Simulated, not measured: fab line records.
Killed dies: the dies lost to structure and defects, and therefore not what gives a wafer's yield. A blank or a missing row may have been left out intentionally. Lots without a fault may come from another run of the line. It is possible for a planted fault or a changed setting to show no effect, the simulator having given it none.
The tool behind it: which one?	flow rit_cmos	14 lots with 42 wafers sampled at 4 steps, on a route of 202 steps

WHAT THE GAUGES SHOWED, per wafer
RIT_CONTACT_CD_MEAS_90: the cd target is 1000 nm. Usual: cd_nm 1000.2 nm, standard deviation 1.9.
lot	measured	on	cd_nm (nm)	flag
L937	day 3 14:42	cd_sem-01	998.0 997.7 997.3	
L938	day 3 20:08	cd_sem-02	1002.3 1000.4 1002.2	
L939	day 3 20:17	cd_sem-01	998.5 997.2 998.9	
L940	day 4 03:59	cd_sem-01	1000.0 996.8 998.3	
L941	day 4 07:23	cd_sem-01	1001.6 999.2 1000.5	
L942	day 4 11:22	cd_sem-01	998.5 1000.1 998.3	
L943	day 4 14:17	cd_sem-02	1000.7 1000.5 1001.7	
L945	day 5 02:57	cd_sem-02	998.5 997.8 998.9	
L951	day 6 15:53	cd_sem-01	1001.9 1003.6 1002.6	
L952	day 6 18:46	cd_sem-01	1001.2 1001.3 1002.1	
L954	day 7 09:47	cd_sem-01	1001.2 1001.5 1001.6	
L955	day 7 10:23	cd_sem-02	1003.0 1002.5 1003.1	
L956	day 7 14:54	cd_sem-02	1001.1 1000.5 1001.0	
L959	day 8 03:11	cd_sem-02	1002.1 1001.1 1001.8	

TOOL THAT RAN EACH LOT (tool first, then ch and the chambers of the sampled wafers, then the start)
lot	RIT_GATE_STRIP_20	RIT_SDANNEAL_RTA_03	RIT_CONTACT_ETCH_11
L937	plasma_asher-02 ch 0,1, day 2 23:02	rtp_anneal-02 ch 0, day 3 11:53	rie_diel-01 ch 0,2,3, day 3 14:19
L938	plasma_asher-02 ch 0,1, day 3 03:39	rtp_anneal-01 ch 0, day 3 17:12	rie_diel-03 ch 0,1,3, day 3 19:46
L939	plasma_asher-02 ch 0,1, day 3 04:03	rtp_anneal-02 ch 0, day 3 17:19	rie_diel-04 ch 0,1,2, day 3 19:55
L940	plasma_asher-04 ch 0,1, day 3 12:39	rtp_anneal-01 ch 0, day 4 01:03	rie_diel-01 ch 0,1, day 4 03:37
L941	plasma_asher-02 ch 0,1, day 3 16:04	rtp_anneal-02 ch 0, day 4 04:26	rie_diel-03 ch 1,3, day 4 07:01
L942	plasma_asher-01 ch 0,1, day 3 19:31	rtp_anneal-01 ch 0, day 4 08:25	rie_diel-03 ch 0,2, day 4 10:59
L943	plasma_asher-01 ch 0,1, day 3 22:52	rtp_anneal-01 ch 0, day 4 11:10	rie_diel-03 ch 0,2,3, day 4 13:52
L945	plasma_asher-01 ch 0,1, day 4 08:55	rtp_anneal-02 ch 0, day 4 23:40	rie_diel-03 ch 1,3, day 5 02:35
L951	plasma_asher-02 ch 0,1, day 5 23:37	rtp_anneal-02 ch 0, day 6 12:50	rie_diel-03 ch 1,2, day 6 15:31
L952	plasma_asher-04 ch 0,1, day 6 03:22	rtp_anneal-01 ch 0, day 6 15:50	rie_diel-01 ch 0,1,2, day 6 18:24
L954	plasma_asher-04 ch 0,1, day 6 18:12	rtp_anneal-01 ch 0, day 7 06:43	rie_diel-01 ch 1,2,3, day 7 09:23
L955	plasma_asher-02 ch 0,1, day 6 18:22	rtp_anneal-02 ch 0, day 7 07:09	rie_diel-03 ch 0,1,2, day 7 09:59
L956	plasma_asher-04 ch 0,1, day 6 21:46	rtp_anneal-02 ch 0, day 7 11:53	rie_diel-01 ch 0,2, day 7 14:32
L959	plasma_asher-02 ch 0,1, day 7 10:47	rtp_anneal-02 ch 0, day 8 00:10	rie_diel-01 ch 1,2,3, day 8 02:49
- RIT_GATE_STRIP_20: strips in O2, time 180 s.
- RIT_SDANNEAL_RTA_03: time 5 s.
- RIT_CONTACT_ETCH_11: etches SiO2 in CHF3/CF4/Ar, stops on TiSi2, target depth 480 nm, time 320 s.

AS READ BY THE TOOLS THEMSELVES (means over the sampled wafers that have a number; for cases with no such wafer, the mark the record gives instead)
RIT_GATE_STRIP_20. Usual: drypump_motor_current_A 5.3 A, standard deviation 0.32; o2_flow_sccm 3999 sccm, standard deviation 12.
lot	tool	drypump_motor_current_A (A)	o2_flow_sccm (sccm)	flag
L937	plasma_asher-02	5.4	3994	
L938	plasma_asher-02	5.4	4008	
L939	plasma_asher-02	5.3	4011	
L940	plasma_asher-04	5.7	3991	
L941	plasma_asher-02	5.3	3990	
L942	plasma_asher-01	4.9	4000	
L943	plasma_asher-01	5.0	4013	
L945	plasma_asher-01	4.9	4004	
L951	plasma_asher-02	5.3	3997	
L952	plasma_asher-04	5.8	3994	
L954	plasma_asher-04	5.5	3992	
L955	plasma_asher-02	5.4	3998	
L956	plasma_asher-04	5.5	3998	
L959	plasma_asher-02	5.3	3986	

RIT_SDANNEAL_RTA_03. Usual: ramp_down_c_per_s 171.00, standard deviation 0.03; wafer_temp_C_max 1053.4, standard deviation 1.2.
lot	tool	ramp_down_c_per_s	wafer_temp_C_max	flag
L937	rtp_anneal-02	170.97	1053.3	
L938	rtp_anneal-01	171.01	1053.8	
L939	rtp_anneal-02	170.96	1053.6	
L940	rtp_anneal-01	171.01	1053.3	
L941	rtp_anneal-02	170.97	1052.6	
L942	rtp_anneal-01	171.04	1055.6	
L943	rtp_anneal-01	170.99	1052.5	
L945	rtp_anneal-02	170.98	1053.5	
L951	rtp_anneal-02	170.99	1052.9	
L952	rtp_anneal-01	34.21	1053.4	OFF
L954	rtp_anneal-01	34.20	1053.1	OFF
L955	rtp_anneal-02	171.00	1052.9	
L956	rtp_anneal-02	171.01	1054.7	
L959	rtp_anneal-02	171.00	1053.2	

RIT_CONTACT_ETCH_11. Usual: drypump_motor_current_A 5.9 A, standard deviation 0.33; oes_product_au 0.985 a.u., standard deviation 0.015; throttle_valve_pct 8.92 %, standard deviation 0.11.
lot	tool	drypump_motor_current_A (A)	oes_product_au (a.u.)	throttle_valve_pct (%)	flag
L937	rie_diel-01	5.9	0.987	8.97	
L938	rie_diel-03	5.9	0.995	8.90	
L939	rie_diel-04	5.8	0.976	8.95	
L940	rie_diel-01	5.7	0.986	9.01	
L941	rie_diel-03	6.0	0.980	9.01	
L942	rie_diel-03	5.8	1.008	8.78	
L943	rie_diel-03	5.7	1.000	8.84	
L945	rie_diel-03	6.0	0.979	9.01	
L951	rie_diel-03	6.1	0.980	9.00	
L952	rie_diel-01	5.8	0.977	8.95	
L954	rie_diel-01	5.9	0.976	8.90	
L955	rie_diel-03	5.9	0.987	8.89	
L956	rie_diel-01	5.8	0.986	9.00	
L959	rie_diel-01	5.9	0.980	8.89	

THE ANSWER, worked out from the rows above alone
Rule: a lot counts as off when the mean over its wafers that have a number is more than 3 standard deviations away from the usual mean. Also off: a lot with no number at a reading for which 4 or more lots have one. All remaining lots with rows at the step are treated as sound. First the gauges in route order, then the tools' own readings, where a lot's mean is used as printed above. The first step at which some lot is off is used, and at that step the reading that is off furthest; a lot without a number counts as furthest.
Off: L952, L954, at RIT_SDANNEAL_RTA_03 (ramp_down_c_per_s).
If a tool, at that step or one of the process steps before it, ran each lot that is off and ran no sound lot following the first of them, it fits. One candidate fits, namely rtp_anneal-01 at RIT_SDANNEAL_RTA_03. Its last sound lot is L943 (day 4 11:10), its first lot that is off L952 (day 6 15:50): a fault that began between those two fits.
On the lots that are off, the tool's own readings at RIT_SDANNEAL_RTA_03 differ by more than 5 times the standard deviation of the sound lots' means, which bears it out; ramp_down_c_per_s reads 34.20 there versus 170.99 on the sound lots.

WHAT THE SIMULATOR PUT IN
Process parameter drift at RIT_SDANNEAL_RTA_03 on rtp_anneal-01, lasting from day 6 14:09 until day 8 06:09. Setting ramp_down_c_per_s, moved by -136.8, from 171.
Lots struck among those shown: L952, L954. The rule above reached the same finding.
